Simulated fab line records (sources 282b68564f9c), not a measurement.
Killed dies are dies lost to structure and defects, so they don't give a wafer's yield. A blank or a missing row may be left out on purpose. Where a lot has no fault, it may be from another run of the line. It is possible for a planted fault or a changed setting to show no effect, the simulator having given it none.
fab line records -- flow ritCmos
record lots=6, wafers=18, lastDay=7
route steps=202 shown GATE@93 REOX@98 NLDD@103 M1@202
lots untouched by any fault: they come from a run of this same line in which no faults occurred
startH: the number of hours between the record's first day and the start of the first shown wafer of the lot -- waitH: hours since the lot's step before -- " repeats the value in the row above -- L1.1+2: a single row standing in for several wafers -- - no value, or no start given -- * or withheld: withheld -- < > ~ a bound
route shown NAME@n: a module of which the file shows steps, and the number in the route of the first -- usual: mean/standard deviation taken from wafers without a fault -- same: alike in all rows -- chamber/n: place in a boat -- sites: readings site by site -- _std_site: their standard deviation -- _edge_site: outer sites' mean less inner sites' -- radiusMm: for every site, how far away it sits from the centre of the wafer -- mask NAME#n: copy n -- behind: the last tool/chamber to shape the wafer -- hold: cause of the lot's hold/its duration in hours/its outcome -- device: which transistor (n, p or np) failed to switch -- end of line: tests of these same wafers at the route's end -- step lacking rows: just its recipe -- killed: count of dies lost to structure and defects at first sort (not the wafer's yield) -- map: a wafer's dies, marking killed ones x, the rest . and places with no die _
set.NAME: the setting the step ran with; set.NAME@STEP: the setting that earlier step ran with -- model.NAME: the simulator's own value behind a step, which no gauge read
a table for each step, a row for each wafer; lots at some steps of the route
services: from which hour (startH, from the record's first day; less than 0 if before it) a tool's chamber was out of use, for how many hours, and why
## steps
# step RIT_GATE_OVL_MEAS_17
# usual GATE_OVL=-0.1/1.1
lot.wafer,tool,chamber,startH,waitH,GATE_OVL[nm]
L608.1,overlay-02,-,37.15,0.1,-2.4
L608.4,overlay-02,-,37.15,0.1,-0.5
L608.6,overlay-02,-,37.15,0.1,0.1
L614.1,overlay-01,-,65.82,0.1,1.2
L614.3,overlay-01,-,65.82,0.1,0.2
L614.5,overlay-01,-,65.82,0.1,0.9
L615.2,overlay-02,-,72.32,0.1,-1.5
L615.4,overlay-02,-,72.32,0.1,-1.6
L615.5,overlay-02,-,72.32,0.1,-2.0
L619.2,overlay-02,-,92.25,0.1,1.2
L619.3,overlay-02,-,92.25,0.1,1.0
L619.6,overlay-02,-,92.25,0.1,0.0
L624.1,overlay-01,-,118.42,0.1,0.4
L624.3,overlay-01,-,118.42,0.1,1.9
L624.4,overlay-01,-,118.42,0.1,2.3
L630.1,overlay-02,-,148.22,0.1,-0.5
L630.3,overlay-02,-,148.22,0.1,0.4
L630.6,overlay-02,-,148.22,0.1,-1.6
# step RIT_GATE_HARDBAKE_18
# recipe resist=NOVOLAK, tempC=140, timeS=60
# step RIT_GATE_ETCH_19
# recipe chemistry=SF6/CHF3/O2, timeS=165, SF6_flow_sccm=30, CHF3_flow_sccm=30, O2_flow_sccm=5, target=poly-Si, pressureMtorr=40, rfW=160, targetDepthA=3125, overEtchFrac=0.25, stopOn=SiO2
# usual drypumpMotorCurrentA=5.8/0.48, oesProductAu=0.851/0.012, throttleValvePct=10.18/0.17
lot.wafer,tool,chamber,startH,waitH,drypumpMotorCurrentA,oesProductAu,rfHoursCounterH,throttleValvePct
L608.1,rieSi-01,1,37.35,0.1,5.6,0.859,1,10.62
L608.4,rieSi-01,2,37.35,0.1,4.9,0.843,76,10.34
L608.6,rieSi-01,0,37.35,0.1,5.8,0.848,-,10.06
L614.1,rieSi-01,3,66.01,0.1,5.9,0.869,138,10.15
L614.3,rieSi-01,1,66.01,0.1,5.6,0.861,1,10.61
L614.5,rieSi-01,3,66.01,0.1,5.9,0.877,-,10.14
L615.2,rieSi-02,0,72.50,0.1,6.7,0.828,65,10.08
L615.4,rieSi-02,2,72.50,0.1,5.6,0.844,99,10.02
L615.5,rieSi-02,0,72.50,0.1,6.7,0.841,-,10.08
L619.2,rieSi-02,0,92.43,0.1,6.7,0.843,65,10.09
L619.3,rieSi-02,1,92.43,0.1,6.0,0.856,137,10.09
L619.6,rieSi-02,1,92.43,0.1,5.9,0.866,-,10.09
L624.1,rieSi-01,1,118.61,0.1,5.6,0.859,1,10.62
L624.3,rieSi-01,2,118.61,0.1,4.9,0.841,77,10.36
L624.4,rieSi-01,3,118.61,0.1,6.0,0.864,138,10.15
L630.1,rieSi-01,2,148.40,0.1,4.9,0.827,77,10.35
L630.3,rieSi-01,3,148.40,0.1,5.9,0.853,139,10.13
L630.6,rieSi-01,0,148.40,0.1,5.7,0.842,-,10.08
# step RIT_GATE_STRIP_20
# recipe chemistry=O2, timeS=180, resist=NOVOLAK, platenTempC=withheld, powerW=500, pressureMtorr=4000, o2FlowSccm=4000
# usual drypumpMotorCurrentA=5.7/0.64
lot.wafer,tool,chamber,startH,waitH,drypumpMotorCurrentA,rfHoursCounterH
L608.1,plasmaAsher-01,1,37.46,0.1,5.0,36
L608.4,plasmaAsher-01,0,37.46,0.1,6.5,-
L608.6,plasmaAsher-01,0,37.46,0.1,6.5,-
L614.1,plasmaAsher-04,0,66.12,0.1,6.0,43
L614.3,plasmaAsher-04,1,66.12,0.1,5.3,-
L614.5,plasmaAsher-04,1,66.12,0.1,5.3,-
L615.2,plasmaAsher-02,0,72.61,0.1,6.2,44
L615.4,plasmaAsher-02,1,72.61,0.1,4.9,-
L615.5,plasmaAsher-02,0,72.61,0.1,6.2,-
L619.2,plasmaAsher-02,0,92.53,0.1,6.2,46
L619.3,plasmaAsher-02,1,92.53,0.1,4.9,-
L619.6,plasmaAsher-02,1,92.53,0.1,4.9,-
L624.1,plasmaAsher-04,1,118.71,0.1,5.3,50
L624.3,plasmaAsher-04,0,118.71,0.1,6.0,-
L624.4,plasmaAsher-04,1,118.71,0.1,5.3,-
L630.1,plasmaAsher-02,1,148.51,0.1,4.9,3
L630.3,plasmaAsher-02,1,148.51,0.1,4.9,-
L630.6,plasmaAsher-02,0,148.51,0.1,6.2,-
# step RIT_GATE_CD_MEAS_90
# recipe targetCdNm=150
# usual cdNm=150.4/2.6
lot.wafer,tool,chamber,startH,waitH,cdNm
L608.1,cdSem-02,-,37.63,0.1,148.3
L608.4,cdSem-02,-,37.63,0.1,149.0
L608.6,cdSem-02,-,37.63,0.1,151.1
L614.1,cdSem-02,-,66.29,0.1,146.6
L614.3,cdSem-02,-,66.29,0.1,148.8
L614.5,cdSem-02,-,66.29,0.1,146.6
L615.2,cdSem-02,-,72.80,0.1,155.2
L615.4,cdSem-02,-,72.80,0.1,154.4
L615.5,cdSem-02,-,72.80,0.1,157.3
L619.2,cdSem-02,-,92.73,0.1,148.3
L619.3,cdSem-02,-,92.73,0.1,147.5
L619.6,cdSem-02,-,92.73,0.1,143.9
L624.1,cdSem-02,-,118.89,0.1,150.0
L624.3,cdSem-02,-,118.89,0.1,150.8
L624.4,cdSem-02,-,118.89,0.1,147.3
L630.1,cdSem-02,-,148.69,0.1,147.8
L630.3,cdSem-02,-,148.69,0.1,149.4
L630.6,cdSem-02,-,148.69,0.1,147.0
# step RIT_REOX_CLEAN_00
# recipe chemistry=SC1, mix=3:3:50, timeS=600, tempC=75
# step RIT_REOX_CLEAN_01
# recipe chemistry=dHF, dilution=50:1, timeS=30
# step RIT_REOX_CLEAN_02
# recipe chemistry=SC2, mix=3:3:50, timeS=600, tempC=75, dry=n2Spin
# step RIT_REOX_OXIDATION_03
# recipe tempC=900, ambient=O2, targetThkA=252, oxTimeS=5580
# step RIT_REOX_THK_MEAS_04
# recipe reads=SiO2_of_REOX_OXIDATION_03
# usual REOX_OXIDE_THK=25.1/0.34
lot.wafer,tool,chamber,startH,waitH,REOX_OXIDE_THK[nm]
L608.1,filmMetro-01,-,40.98,0.0,25.1
L608.4,filmMetro-01,-,40.98,0.0,25.0
L608.6,filmMetro-01,-,40.98,0.0,24.9
L614.1,filmMetro-02,-,70.38,0.0,25.5
L614.3,filmMetro-02,-,70.38,0.0,25.5
L614.5,filmMetro-02,-,70.38,0.0,25.1
L615.2,filmMetro-02,-,75.85,0.0,25.7
L615.4,filmMetro-02,-,75.85,0.0,26.1
L615.5,filmMetro-02,-,75.85,0.0,25.8
L619.2,filmMetro-02,-,96.15,0.0,25.7
L619.3,filmMetro-02,-,96.15,0.0,25.6
L619.6,filmMetro-02,-,96.15,0.0,25.7
L624.1,filmMetro-02,-,121.93,0.0,25.0
L624.3,filmMetro-02,-,121.93,0.0,24.9
L624.4,filmMetro-02,-,121.93,0.0,25.0
L630.1,filmMetro-04,-,151.72,0.0,25.1
L630.3,filmMetro-04,-,151.72,0.0,25.6
L630.6,filmMetro-04,-,151.72,0.0,25.3
# step RIT_NLDD_HMDS_00
# recipe primeTimeS=60, primeTempC=140
# step RIT_NLDD_COAT_01
# recipe resist=NOVOLAK, spinRpm=3250, resistThkNm=1000
# step RIT_NLDD_SOFTBAKE_02
# recipe resist=NOVOLAK, tempC=90, timeS=60
# usual heaterPowerTotalW=34.56/0.045, runLengthS=89.12/0.22
lot.wafer,tool,chamber,startH,waitH,heaterPowerTotalW,runLengthS
L608.1,lithoTrack-04,0,41.34,0.1,34.53,89.46
L608.4,lithoTrack-04,0,41.34,0.1,34.62,89.17
L608.6,lithoTrack-04,0,41.34,0.1,34.63,89.25
L614.1,lithoTrack-03,0,70.74,0.1,34.54,89.41
L614.3,lithoTrack-03,0,70.74,0.1,34.53,89.22
L614.5,lithoTrack-03,0,70.74,0.1,34.55,89.29
L615.2,lithoTrack-03,0,76.22,0.1,35.05,86.62
L615.4,lithoTrack-03,0,76.22,0.1,35.15,86.40
L615.5,lithoTrack-03,0,76.22,0.1,35.00,86.62
L619.2,lithoTrack-03,0,96.53,0.1,35.03,86.50
L619.3,lithoTrack-03,0,96.53,0.1,35.05,86.40
L619.6,lithoTrack-03,0,96.53,0.1,35.06,86.41
L624.1,lithoTrack-04,0,122.29,0.1,34.61,89.36
L624.3,lithoTrack-04,0,122.29,0.1,34.56,89.18
L624.4,lithoTrack-04,0,122.29,0.1,34.57,89.19
L630.1,lithoTrack-01,0,152.08,0.1,34.59,88.79
L630.3,lithoTrack-01,0,152.08,0.1,34.62,88.72
L630.6,lithoTrack-01,0,152.08,0.1,34.64,88.91
# step RIT_NLDD_EXPOSE_03
# recipe maskId=M7, na=0.57, targetCdNm=40700, doseMj=250
# step RIT_M1_PROBE_99
# usual killed_at_M0_to_M3=0.0/0.12, killedAtContacts=0.0/0.22, killedAtFrontEnd=7/3.1, killedDies=7/3.1, killedOpen=3.5/2.2, killedShort=3.3/1.9
# same grossDies=264, killed_at_M4_up=0, killedAtBackSide=0, killedAtOther=0
lot.wafer,tool,chamber,startH,waitH,killed_at_M0_to_M3,killedAtContacts,killedAtFrontEnd,killedDies,killedOpen,killedShort
L608.1,prober-02,-,60.33,0.1,0,0,4,4,3,1
L608.4,prober-02,-,60.48,0.2,0,0,6,6,2,4
L608.6,prober-02,-,60.58,0.2,0,0,6,6,4,2
L614.1,prober-01,-,88.63,0.1,0,0,9,9,5,4
L614.3,prober-01,-,88.73,0.2,0,0,9,9,5,4
L614.5,prober-01,-,88.83,0.2,0,0,9,9,3,6
L615.2,prober-02,-,93.63,0.1,0,0,6,6,4,2
L615.4,prober-02,-,93.73,0.2,0,0,7,7,2,5
L615.5,prober-02,-,93.78,0.2,0,0,7,7,5,2
L619.2,prober-02,-,113.88,0.1,0,0,7,7,5,2
L619.3,prober-02,-,113.93,0.2,0,0,5,5,3,2
L619.6,prober-02,-,114.08,0.2,0,0,7,7,5,2
L624.1,prober-01,-,138.80,0.1,0,0,8,8,6,2
L624.3,prober-01,-,138.90,0.2,0,1,7,8,2,6
L624.4,prober-01,-,138.95,0.2,0,0,10,10,8,2
L630.1,prober-01,-,169.08,0.1,0,0,4,4,4,0
L630.3,prober-01,-,169.18,0.2,1,0,3,4,1,3
L630.6,prober-01,-,169.33,0.2,0,0,4,4,1,3
# killed by level:class
L608.1 GATE:geometricParticle:open=2 GATE:geometricParticle:short=1 REOX:geometricParticle:open=1
L608.4 FOX1:geometricParticle:short=3 FOX1:geometricParticle:open=1 GATE:geometricParticle:short=1 SILICIDE:geometricParticle:open=1
L608.6 SILICIDE:geometricParticle:open=3 GATE:geometricParticle:short=2 FOX2:geometricParticle:open=1
L614.1 GATE:geometricParticle:short=2 GATE:geometricParticle:open=2 SILICIDE:geometricParticle:open=2 FOX2:geometricParticle:short=1 REOX:geometricParticle:open=1 SILICIDE:geometricParticle:short=1
L614.3 GATE:geometricParticle:open=2 GATE:geometricParticle:short=2 FOX2:geometricParticle:open=1 REOX:geometricParticle:open=1 SPACER:geometricParticle:open=1 SPACER:geometricParticle:short=1 SILICIDE:geometricParticle:short=1
L614.5 FOX2:geometricParticle:short=3 GATE:geometricParticle:open=3 FOX1:geometricParticle:short=1 GATE:geometricParticle:short=1 REOX:geometricParticle:short=1
L615.2 REOX:geometricParticle:open=2 GATE:geometricParticle:short=1 GATE:geometricParticle:open=1 SILICIDE:geometricParticle:open=1 SILICIDE:geometricParticle:short=1
L615.4 GATE:geometricParticle:short=2 FOX1:geometricParticle:open=1 FOX1:geometricParticle:short=1 REOX:geometricParticle:open=1 REOX:geometricParticle:short=1 SILICIDE:geometricParticle:short=1
L615.5 GATE:geometricParticle:short=2 GATE:geometricParticle:open=2 REOX:geometricParticle:open=2 SPACER:geometricParticle:open=1
L619.2 GATE:geometricParticle:open=2 FOX2:geometricParticle:open=1 GATE:geometricParticle:short=1 REOX:geometricParticle:open=1 REOX:geometricParticle:short=1 SPACER:geometricParticle:open=1
L619.3 GATE:geometricParticle:open=2 FOX2:geometricParticle:short=1 REOX:geometricParticle:open=1 SILICIDE:geometricParticle:short=1
L619.6 GATE:geometricParticle:open=2 GATE:geometricParticle:short=2 REOX:geometricParticle:open=2 FOX2:geometricParticle:open=1
L624.1 SPACER:geometricParticle:open=3 GATE:geometricParticle:short=2 FOX1:geometricParticle:open=1 GATE:geometricParticle:open=1 REOX:geometricParticle:open=1
L624.3 REOX:geometricParticle:short=3 GATE:geometricParticle:short=1 GATE:geometricParticle:open=1 SPACER:geometricParticle:short=1 SILICIDE:geometricParticle:open=1 CONTACT:geometricParticle:short=1
L624.4 GATE:geometricParticle:open=3 FOX1:geometricParticle:open=2 SILICIDE:geometricParticle:open=2 GATE:geometricParticle:short=1 REOX:geometricParticle:open=1 SPACER:geometricParticle:short=1
L630.1 REOX:geometricParticle:open=2 GATE:geometricParticle:open=1 SPACER:geometricParticle:open=1
L630.3 ACTIVE:geometricParticle:short=1 REOX:geometricParticle:short=1 SILICIDE:geometricParticle:open=1 M1:geometricParticle:short=1
L630.6 FOX2:geometricParticle:short=1 GATE:geometricParticle:short=1 REOX:geometricParticle:short=1 SILICIDE:geometricParticle:open=1
## services
tool,chamber,startH,hours,kind
plasmaAsher-02,-,80.01,1.5,repair
plasmaAsher-04,-,99.22,2.8,pm
plasmaAsher-02,-,108.75,9.0,pm
plasmaAsher-02,0,108.75,9.0,ventCycle
plasmaAsher-02,1,108.75,9.0,ventCycle
plasmaAsher-02,0,117.75,-,clean
plasmaAsher-02,1,117.75,-,clean
plasmaAsher-02,-,137.37,1.0,repair
plasmaAsher-01,-,140.96,4.8,repair
## key
firstSign step=RIT_NLDD_SOFTBAKE_02, reading=runLengthS, direction=down, sigmas=12, usual=*, struck=*
effect step=RIT_NLDD_SOFTBAKE_02, reading=heaterPowerTotalW, direction=up, sigmas=11, usual=34.56, struck=35.06
metAt RIT_NLDD_SOFTBAKE_02
struckWafers L615.2,L615.4,L615.5,L619.2,L619.3,L619.6
testerLeftOut L615,L619
onsetBetween 70.74 76.22
fault kind=processParameterDrift, tool=lithoTrack-03, chamber=-, onsetH=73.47, steps=RIT_NLDD_SOFTBAKE_02, channel=timeS, offset=*, shape=step, endH=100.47, actsIn=*, stated=*
# testerLeftOut: of these lots the tester's yield and bins aren't shown, on N5 and GAA mostly nor the transistor test; their killed dies are dies lost to structure and defects alone, not to doping, threshold or leakage, so they don't give the yield
